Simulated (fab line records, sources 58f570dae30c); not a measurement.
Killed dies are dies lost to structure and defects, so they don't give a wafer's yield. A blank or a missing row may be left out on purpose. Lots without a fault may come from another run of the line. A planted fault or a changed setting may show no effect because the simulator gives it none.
Which tool did it? | flow berkeley_cmos170 | 14 lots, 40 wafers sampled, at 3 steps of a route of 331

WHAT THE GAUGES READ, wafer by wafer
UCB170_GATE_THK_MEAS_02.
lot  | measured     | on            | GATE_OXIDE_THK (nm)
L651 | day 7 04:50  | film_metro-04 | 6.78 6.56 6.65
L652 | day 7 04:53  | film_metro-03 | 6.52 6.66 6.59
L653 | day 7 04:50  | film_metro-02 | 6.63 6.65 6.69
L655 | day 8 01:37  | film_metro-03 | 7.11 7.36
L654 | day 8 01:37  | film_metro-04 | 7.34 7.43
L659 | day 9 05:23  | film_metro-02 | 6.67 6.63 6.55
L666 | day 10 23:25 | film_metro-04 | 6.31 6.31 6.19
L665 | day 10 23:25 | film_metro-03 | 6.48 6.58 6.74
L667 | day 10 23:25 | film_metro-02 | 6.63 6.54 6.47
L670 | day 11 20:47 | film_metro-02 | 6.47 6.42 6.43
L671 | day 11 20:47 | film_metro-03 | 6.48 6.45 6.45
L672 | day 12 08:48 | film_metro-04 | 6.55 6.50 6.43
L674 | day 12 08:46 | film_metro-03 | 6.47 6.48 6.53
L673 | day 12 08:46 | film_metro-02 | 6.54 6.37 6.53

WHICH TOOL RAN EACH LOT (tool, then ch and the chambers of the sampled wafers, then the start)
lot  | UCB170_ACTIVE_STRIP_16               | UCB170_GATE_OXIDATION_01
L651 | plasma_asher-01 ch 0,1, day 5 02:04  | furnace-04 ch 0, day 7 03:20
L652 | plasma_asher-01 ch 0,1, day 5 08:40  | furnace-04 ch 0, day 7 03:20
L653 | plasma_asher-02 ch 0,1, day 5 08:57  | furnace-04 ch 0, day 7 03:20
L655 | plasma_asher-03 ch 0,1, day 6 02:43  | furnace-04 ch 0, day 8 00:05
L654 | plasma_asher-02 ch 0,1, day 6 02:57  | furnace-04 ch 0, day 8 00:05
L659 | plasma_asher-03 ch 0,1, day 6 17:40  | furnace-01 ch 0, day 9 03:53
L666 | plasma_asher-02 ch 0,1, day 7 23:37  | furnace-01 ch 0, day 10 21:55
L665 | plasma_asher-03 ch 0,1, day 7 23:53  | furnace-01 ch 0, day 10 21:55
L667 | plasma_asher-01 ch 0,1, day 8 00:01  | furnace-01 ch 0, day 10 21:55
L670 | plasma_asher-02 ch 0,1, day 9 14:07  | furnace-01 ch 0, day 11 19:17
L671 | plasma_asher-03 ch 0,1, day 9 14:22  | furnace-01 ch 0, day 11 19:17
L672 | plasma_asher-01 ch 0,1, day 10 03:52 | furnace-01 ch 0, day 12 07:13
L674 | plasma_asher-03 ch 0,1, day 10 03:59 | furnace-01 ch 0, day 12 07:13
L673 | plasma_asher-01 ch 0,1, day 10 04:11 | furnace-01 ch 0, day 12 07:13
- UCB170_ACTIVE_STRIP_16: strips in O2.
- UCB170_GATE_OXIDATION_01: target thk 6.6 nm, ox time 1800 s.

WHAT THE TOOLS THEMSELVES READ (means of the sampled wafers that have a number; where no wafer has one, the mark that the record gives instead)
UCB170_ACTIVE_STRIP_16.
lot  | tool            | drypump_motor_current_A (A) | o2_flow_sccm (sccm) | oes_product_au (a.u.) | strip_time_to_endpoint_s (s)
L651 | plasma_asher-01 | 5.4                         | 399.9               | 0.722                 | 17.65
L652 | plasma_asher-01 | 5.4                         | 400.3               | 0.720                 | 17.75
L653 | plasma_asher-02 | 5.0                         | 399.6               | 0.721                 | 17.78
L655 | plasma_asher-03 | 6.4                         | 400.6               | 0.722                 | 17.60
L654 | plasma_asher-02 | 5.1                         | 399.6               | 0.722                 | 17.81
L659 | plasma_asher-03 | 6.5                         | 400.6               | 0.718                 | 17.90
L666 | plasma_asher-02 | 5.2                         | 399.5               | 0.721                 | 17.80
L665 | plasma_asher-03 | 6.5                         | 398.7               | 0.717                 | 17.83
L667 | plasma_asher-01 | 5.8                         | 399.6               | 0.723                 | 17.89
L670 | plasma_asher-02 | 5.0                         | 399.8               | 0.719                 | 17.66
L671 | plasma_asher-03 | 6.5                         | 400.3               | 0.718                 | 17.69
L672 | plasma_asher-01 | 5.7                         | 401.6               | 0.717                 | 17.57
L674 | plasma_asher-03 | 6.4                         | 399.7               | 0.715                 | 17.70
L673 | plasma_asher-01 | 5.8                         | 400.7               | 0.719                 | 17.71

UCB170_GATE_OXIDATION_01.
lot  | tool       | zone_power_source_pct (%)
L651 | furnace-04 | 22.7
L652 | furnace-04 | 22.7
L653 | furnace-04 | 22.8
L655 | furnace-04 | 22.9
L654 | furnace-04 | 22.8
L659 | furnace-01 | 21.7
L666 | furnace-01 | 21.4
L665 | furnace-01 | 21.3
L667 | furnace-01 | 21.5
L670 | furnace-01 | 21.6
L671 | furnace-01 | 21.6
L672 | furnace-01 | 21.5
L674 | furnace-01 | 21.4
L673 | furnace-01 | 21.6

THE ANSWER, worked out from the rows above alone
Rule: what is usual is taken from the lots themselves. Put in order of their means at a reading, lots are off if they are a third of the lots or fewer, leave a main group of 4 or more, and stand apart from it by a gap of 3 or more times the standard deviation of the main group's means; of several such gaps the widest counts. A main group whose means are all the same, to the digits that the tables above print for the reading, isn't used. A lot without any number at a reading at which 4 lots or more have one is off too. The other lots that the step has rows for count as sound. The gauges are gone through in route order, then the tools' own readings, and for those a lot's mean is taken as printed above. The first step at which some lot is off is used, and at that step the reading that is off furthest; a lot without a number counts as furthest.
Off: L655, L654, at UCB170_GATE_THK_MEAS_02 (GATE_OXIDE_THK). The main group: mean 6.53 nm, standard deviation 0.11.
A tool fits if, at a process step before that reading, it ran every lot that is off, and no sound lot after the first of them. The gauges at UCB170_GATE_THK_MEAS_02 are tried like those tools. One fits: furnace-04 at UCB170_GATE_OXIDATION_01. Its last sound lot is L651 (day 7 03:20), its first lot that is off L654 (day 8 00:05): a fault that began between those two fits.

WHAT THE SIMULATOR HAD PUT IN
Process parameter drift: furnace-04, from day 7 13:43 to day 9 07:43, at UCB170_GATE_OXIDATION_01. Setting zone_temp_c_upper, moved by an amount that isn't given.
Lots struck among those shown: L655, L654. The rule above found the same.
